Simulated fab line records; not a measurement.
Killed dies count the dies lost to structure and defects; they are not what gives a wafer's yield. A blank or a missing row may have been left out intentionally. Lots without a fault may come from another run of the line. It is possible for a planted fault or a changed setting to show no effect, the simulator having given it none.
Which tool is to blame?    flow rit-cmos    Sampling: 7 lots, 21 wafers, 2 of 202 route steps

## WHAT EACH GAUGE READ, for each wafer
RIT_GATE_CD_MEAS_16 targets a cd of 150 nm.
lot   measured     on         cd-nm (nm)
L705  day 2 22:47  cd-sem-01  151.7 149.1 152.1
L707  day 3 10:07  cd-sem-02  148.0 147.4 145.5
L711  day 4 07:06  cd-sem-02  148.5 146.5 149.6
L717  day 5 10:24  cd-sem-02  151.3 152.0 151.1
L722  day 6 11:16  cd-sem-01  153.5 150.5 153.1
L724  day 6 23:08  cd-sem-02  150.1 148.1 147.2
L727  day 7 18:19  cd-sem-01  148.8 151.6 152.1

## WHICH TOOL RAN EACH LOT (tool, then ch and the chambers of the sampled wafers, then the start)
lot   RIT_GATE_DEVELOP_15
L705  litho-track-01 ch 0, day 2 21:00
L707  litho-track-03 ch 0, day 3 09:00
L711  litho-track-02 ch 0, day 4 06:00
L717  litho-track-03 ch 0, day 5 10:00
L722  litho-track-03 ch 0, day 6 11:00
L724  litho-track-03 ch 0, day 6 23:00
L727  litho-track-02 ch 0, day 7 18:00
- RIT_GATE_DEVELOP_15: develop time 50 s.

## THE ANSWER, worked out from the rows above alone
Rule: what is usual is taken from the lots themselves. Put in order of their means at a reading, lots are off if they are a third of the lots or fewer, leave a main group of 4 or more, and stand apart from it by a gap of 3 or more times the standard deviation of the main group's means; of several such gaps the widest counts. A main group whose means are all the same, to the digits that the tables above print for the reading, isn't used. A lot without any number at a reading at which 4 lots or more have one is off too. All remaining lots with rows at the step are treated as sound.
Nothing can be told from this: no lot is off at any reading shown.

## WHAT THE SIMULATOR HAD INSERTED
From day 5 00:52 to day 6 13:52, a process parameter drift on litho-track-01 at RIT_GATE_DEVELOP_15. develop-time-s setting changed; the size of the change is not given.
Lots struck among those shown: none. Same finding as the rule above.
